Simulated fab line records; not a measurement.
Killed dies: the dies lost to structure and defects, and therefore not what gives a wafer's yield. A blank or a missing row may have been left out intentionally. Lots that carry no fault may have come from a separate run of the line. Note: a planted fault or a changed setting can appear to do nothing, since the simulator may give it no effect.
Which tool did it? + flow berkeley-cmos170 + 15 lots, 45 wafers sampled, at 7 steps of a route of 331

WHAT THE GAUGES SHOWED, per wafer
UCB170_PFIELD_TW_MEAS_09. Usual: PFIELD_TW typically reads 597, with standard deviation 10.
| lot  | measured    | on            | PFIELD_TW   | flag |
|------|-------------|---------------|-------------|------|
| L677 | day 5 22:02 | film-metro-01 | 609 606 607 |      |
| L676 | day 5 22:04 | film-metro-04 | 584 587 583 |      |
| L680 | day 6 05:53 | film-metro-04 | 586 586 584 |      |
| L679 | day 6 06:07 | film-metro-04 | 591 591 587 |      |
| L678 | day 6 06:14 | film-metro-01 | 606 604 606 |      |
| L682 | day 6 22:38 | film-metro-04 | 585 590 588 |      |
| L681 | day 7 05:11 | film-metro-04 | 584 585 583 |      |
| L684 | day 7 04:50 | film-metro-01 | 613 609 608 |      |
| L686 | day 7 05:07 | film-metro-01 | 608 609 608 |      |
| L687 | day 7 17:49 | film-metro-04 | 589 585 587 |      |
| L690 | day 8 05:58 | film-metro-01 | 610 609 607 |      |
| L693 | day 8 16:24 | film-metro-03 | 603 604 602 |      |
| L694 | day 8 16:33 | film-metro-01 | 609 607 608 |      |
| L695 | day 8 16:07 | film-metro-04 | 586 582 586 |      |
| L697 | day 9 15:02 | film-metro-04 | 587 593 593 |      |

UCB170_FIELD_THK_MEAS_02. Usual: FIELD_OXIDE_THK typically reads 557 nm, with standard deviation 10.
| lot  | measured    | on            | FIELD_OXIDE_THK (nm) | flag |
|------|-------------|---------------|----------------------|------|
| L677 | day 6 03:39 | film-metro-02 | 570 568 579          |      |
| L676 | day 6 03:39 | film-metro-01 | 554 560 558          |      |
| L680 | day 6 13:58 | film-metro-04 | 568 570 555          |      |
| L679 | day 6 14:02 | film-metro-04 | 562 563 566          |      |
| L678 | day 6 13:57 | film-metro-02 | 549 548 557          |      |
| L682 | day 7 02:56 | film-metro-02 | 576 570 570          |      |
| L681 | day 7 10:19 | film-metro-02 | 564 568 565          |      |
| L684 | day 7 10:17 | film-metro-04 | 549 543 549          |      |
| L686 | day 7 10:18 | film-metro-01 | 562 574 557          |      |
| L687 | day 8 00:17 | film-metro-02 | 561 563 565          |      |
| L690 | day 8 11:19 | film-metro-04 | 551 559 543          |      |
| L693 | day 9 02:54 | film-metro-01 | 661 661 661          | OFF  |
| L694 | day 9 02:55 | film-metro-02 | 662 659 658          | OFF  |
| L695 | day 9 02:53 | film-metro-04 | 662 666 653          | OFF  |
| L697 | day 9 19:32 | film-metro-01 | 557 552 558          |      |

UCB170_FIELD_THK_MEAS_90. Usual: FIELD_OXIDE_LEFT_1_THK typically reads 440 nm, with standard deviation 10.
| lot  | measured     | on            | FIELD_OXIDE_LEFT_1_THK (nm) | flag |
|------|--------------|---------------|-----------------------------|------|
| L677 | day 6 11:49  | film-metro-02 | 452 451 462                 |      |
| L676 | day 6 11:49  | film-metro-01 | 436 442 440                 |      |
| L680 | day 6 22:05  | film-metro-02 | 452 455 440                 |      |
| L679 | day 6 22:05  | film-metro-04 | 446 446 449                 |      |
| L678 | day 6 22:04  | film-metro-01 | 433 432 441                 |      |
| L682 | day 7 11:21  | film-metro-02 | 459 453 453                 |      |
| L681 | day 7 19:01  | film-metro-04 | 449 452 450                 |      |
| L684 | day 7 19:00  | film-metro-02 | 432 426 431                 |      |
| L686 | day 7 19:04  | film-metro-02 | 446 457 441                 |      |
| L687 | day 8 08:19  | film-metro-02 | 446 448 450                 |      |
| L690 | day 8 21:59  | film-metro-04 | 432 440 424                 |      |
| L693 | day 9 13:10  | film-metro-02 | 543 544 543                 | OFF  |
| L694 | day 9 13:11  | film-metro-04 | 546 543 542                 | OFF  |
| L695 | day 9 13:13  | film-metro-01 | 547 551 538                 | OFF  |
| L697 | day 10 06:31 | film-metro-04 | 440 435 440                 |      |

UCB170_FIELD_THK_MEAS_91. Usual: FIELD_OXIDE_LEFT_2_THK typically reads 352 nm, with standard deviation 10.
| lot  | measured     | on            | FIELD_OXIDE_LEFT_2_THK (nm) | flag |
|------|--------------|---------------|-----------------------------|------|
| L677 | day 7 09:08  | film-metro-02 | 364 363 374                 |      |
| L676 | day 7 09:08  | film-metro-04 | 348 354 351                 |      |
| L680 | day 7 19:10  | film-metro-04 | 363 365 350                 |      |
| L679 | day 7 19:10  | film-metro-02 | 360 360 363                 |      |
| L678 | day 7 19:13  | film-metro-04 | 344 344 352                 |      |
| L682 | day 8 10:01  | film-metro-04 | 371 365 365                 |      |
| L681 | day 8 15:26  | film-metro-04 | 360 363 361                 |      |
| L684 | day 8 15:57  | film-metro-04 | 343 337 343                 |      |
| L686 | day 8 14:38  | film-metro-02 | 358 370 353                 |      |
| L687 | day 9 12:53  | film-metro-04 | 357 359 361                 |      |
| L690 | day 9 18:40  | film-metro-04 | 345 352 337                 |      |
| L693 | day 10 13:44 | film-metro-04 | 456 455 456                 | OFF  |
| L694 | day 10 13:48 | film-metro-04 | 458 455 454                 | OFF  |
| L695 | day 10 13:50 | film-metro-04 | 461 463 451                 | OFF  |
| L697 | day 11 05:11 | film-metro-01 | 351 346 351                 |      |

TOOL THAT RAN EACH LOT (tool first, then ch and the chambers of the sampled wafers, then the start)
| lot  | UCB170_PWELL_ETCH_14              | UCB170_PWELL_STRIP_16               | UCB170_FIELD_OXIDATION_01    |
|------|-----------------------------------|-------------------------------------|------------------------------|
| L677 | rie-diel-03 ch 0,1,3, day 4 07:21 | plasma-asher-01 ch 0,1, day 4 07:36 | furnace-02 ch 0, day 6 00:39 |
| L676 | rie-diel-03 ch 1,2, day 4 07:35   | plasma-asher-03 ch 0,1, day 4 07:50 | furnace-02 ch 0, day 6 00:39 |
| L680 | rie-diel-01 ch 1,2, day 4 16:46   | plasma-asher-03 ch 0,1, day 4 17:02 | furnace-01 ch 0, day 6 10:57 |
| L679 | rie-diel-04 ch 1,2, day 4 17:02   | plasma-asher-01 ch 0,1, day 4 17:19 | furnace-01 ch 0, day 6 10:57 |
| L678 | rie-diel-01 ch 1,2,3, day 4 17:18 | plasma-asher-03 ch 0,1, day 4 17:37 | furnace-01 ch 0, day 6 10:57 |
| L682 | rie-diel-04 ch 0,2,3, day 5 05:31 | plasma-asher-01 ch 0, day 5 05:46   | furnace-02 ch 0, day 6 23:55 |
| L681 | rie-diel-01 ch 1,2, day 5 14:23   | plasma-asher-01 ch 0,1, day 5 14:42 | furnace-04 ch 0, day 7 07:17 |
| L684 | rie-diel-04 ch 0,1,3, day 5 14:31 | plasma-asher-01 ch 0,1, day 5 14:46 | furnace-04 ch 0, day 7 07:17 |
| L686 | rie-diel-01 ch 0,1,3, day 5 14:47 | plasma-asher-01 ch 1, day 5 15:02   | furnace-04 ch 0, day 7 07:17 |
| L687 | rie-diel-04 ch 2,3, day 6 01:34   | plasma-asher-04 ch 0,1, day 6 01:49 | furnace-04 ch 0, day 7 21:13 |
| L690 | rie-diel-01 ch 0,1,2, day 6 15:32 | plasma-asher-03 ch 0,1, day 6 15:47 | furnace-01 ch 0, day 8 08:15 |
| L693 | rie-diel-03 ch 0,2,3, day 7 02:57 | plasma-asher-04 ch 1, day 7 03:13   | furnace-04 ch 0, day 8 23:53 |
| L694 | rie-diel-01 ch 0,2, day 7 03:41   | plasma-asher-01 ch 0,1, day 7 04:04 | furnace-04 ch 0, day 8 23:53 |
| L695 | rie-diel-04 ch 0,1,3, day 7 03:41 | plasma-asher-04 ch 0, day 7 03:56   | furnace-04 ch 0, day 8 23:53 |
| L697 | rie-diel-04 ch 0,3, day 7 22:10   | plasma-asher-01 ch 0,1, day 7 22:27 | furnace-02 ch 0, day 9 16:31 |
- UCB170_PWELL_ETCH_14: etches Si3N4 in CH3F/Ar/O2, stops on SiO2, target depth 242 nm, time 151 s.
- UCB170_PWELL_STRIP_16: strips in O2.
- UCB170_FIELD_OXIDATION_01: target thk 558.3 nm, ox time 7200 s.

WHAT THE TOOLS THEMSELVES READ (means of the sampled wafers that have a number; where no wafer has one, the mark that the record gives instead)
UCB170_PWELL_ETCH_14. Usual: drypump-motor-current-A 5.5 A, standard deviation 0.59; oes-product-au 0.943 a.u., standard deviation 0.019; throttle-valve-pct 8.07 %, standard deviation 0.13.
| lot  | tool        | drypump-motor-current-A (A) | oes-product-au (a.u.) | throttle-valve-pct (%) | flag |
|------|-------------|-----------------------------|-----------------------|------------------------|------|
| L677 | rie-diel-03 | 5.5                         | 0.962                 | 8.11                   |      |
| L676 | rie-diel-03 | 6.4                         | 0.959                 | 8.00                   |      |
| L680 | rie-diel-01 | 5.5                         | 0.956                 | 8.09                   |      |
| L679 | rie-diel-04 | 5.2                         | 0.917                 | 8.04                   |      |
| L678 | rie-diel-01 | 5.3                         | 0.946                 | 8.16                   |      |
| L682 | rie-diel-04 | 5.1                         | 0.933                 | 8.08                   |      |
| L681 | rie-diel-01 | 5.6                         | 0.956                 | 8.10                   |      |
| L684 | rie-diel-04 | 5.2                         | 0.938                 | 8.09                   |      |
| L686 | rie-diel-01 | 5.5                         | 0.944                 | 8.06                   |      |
| L687 | rie-diel-04 | 5.1                         | 0.910                 | 8.04                   |      |
| L690 | rie-diel-01 | 5.7                         | 0.960                 | 7.99                   |      |
| L693 | rie-diel-03 | 5.5                         | 0.953                 | 8.07                   |      |
| L694 | rie-diel-01 | 6.2                         | 0.960                 | 7.93                   |      |
| L695 | rie-diel-04 | 5.2                         | 0.932                 | 8.09                   |      |
| L697 | rie-diel-04 | 5.2                         | 0.921                 | 8.13                   |      |

UCB170_PWELL_STRIP_16. Usual: drypump-motor-current-A 5.9 A, standard deviation 0.41; o2-flow-sccm 399.9 sccm, standard deviation 1.3; oes-product-au 0.721 a.u., standard deviation 0.0041; strip-time-to-endpoint-s 18.13 s, standard deviation 0.082.
| lot  | tool            | drypump-motor-current-A (A) | o2-flow-sccm (sccm) | oes-product-au (a.u.) | strip-time-to-endpoint-s (s) | flag |
|------|-----------------|-----------------------------|---------------------|-----------------------|------------------------------|------|
| L677 | plasma-asher-01 | 5.9                         | 399.2               | 0.721                 | 18.17                        |      |
| L676 | plasma-asher-03 | 6.1                         | 401.0               | 0.722                 | 18.15                        |      |
| L680 | plasma-asher-03 | 6.1                         | 401.6               | 0.719                 | 18.07                        |      |
| L679 | plasma-asher-01 | 6.1                         | 400.4               | 0.720                 | 18.17                        |      |
| L678 | plasma-asher-03 | 5.9                         | 399.7               | 0.723                 | 18.04                        |      |
| L682 | plasma-asher-01 | 5.6                         | 399.4               | 0.717                 | 18.17                        |      |
| L681 | plasma-asher-01 | 6.2                         | 399.1               | 0.721                 | 18.11                        |      |
| L684 | plasma-asher-01 | 6.2                         | 399.0               | 0.720                 | 18.19                        |      |
| L686 | plasma-asher-01 | 6.4                         | 399.7               | 0.723                 | 18.06                        |      |
| L687 | plasma-asher-04 | 5.4                         | 401.0               | 0.718                 | 17.97                        |      |
| L690 | plasma-asher-03 | 5.9                         | 400.0               | 0.721                 | 18.19                        |      |
| L693 | plasma-asher-04 | 5.5                         | 398.3               | 0.718                 | 18.22                        |      |
| L694 | plasma-asher-01 | 6.1                         | 401.0               | 0.724                 | 18.13                        |      |
| L695 | plasma-asher-04 | 5.3                         | 398.7               | 0.721                 | 18.08                        |      |
| L697 | plasma-asher-01 | 6.1                         | 400.1               | 0.720                 | 18.21                        |      |

UCB170_FIELD_OXIDATION_01. Usual: zone-power-centre-pct reads 49 % (standard deviation 7.4).
| lot  | tool       | zone-power-centre-pct (%) | flag |
|------|------------|---------------------------|------|
| L677 | furnace-02 | 50                        |      |
| L676 | furnace-02 | 50                        |      |
| L680 | furnace-01 | 39                        |      |
| L679 | furnace-01 | 39                        |      |
| L678 | furnace-01 | 39                        |      |
| L682 | furnace-02 | 50                        |      |
| L681 | furnace-04 | 55                        |      |
| L684 | furnace-04 | 55                        |      |
| L686 | furnace-04 | 56                        |      |
| L687 | furnace-04 | 56                        |      |
| L690 | furnace-01 | 39                        |      |
| L693 | furnace-04 | 56                        |      |
| L694 | furnace-04 | 56                        |      |
| L695 | furnace-04 | 55                        |      |
| L697 | furnace-02 | 50                        |      |

THE ANSWER, worked out from the rows above alone
Rule: lot off if the mean of its wafers having a number is beyond 3 standard deviations from the usual mean. Also off: a lot with no number at a reading for which 4 or more lots have one. Any other lot the step has rows for is counted as sound. After the gauges, taken in route order, come the tools' own readings; for these a lot's mean is taken, as printed above. The first step at which some lot is off is used, and at that step the reading that is off furthest; a lot without a number counts as furthest.
Off: L693, L694, L695, seen at UCB170_FIELD_THK_MEAS_02 (FIELD_OXIDE_THK).
If a tool, at a process step before that reading, ran all the lots that are off and no sound lot after the first of them, it fits. Those tools and the gauges at UCB170_FIELD_THK_MEAS_02 are tried in the same way. One fits: furnace-04 at UCB170_FIELD_OXIDATION_01. A fault onset in the window from L687 (day 7 21:13, its last sound lot) to L693 (day 8 23:53, its first lot off) fits.

WHAT THE SIMULATOR HAD INSERTED
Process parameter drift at UCB170_FIELD_OXIDATION_01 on furnace-04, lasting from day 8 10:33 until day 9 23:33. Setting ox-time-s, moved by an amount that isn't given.
Lots struck among those shown: L695, L693, L694. The rule given above showed the same thing.
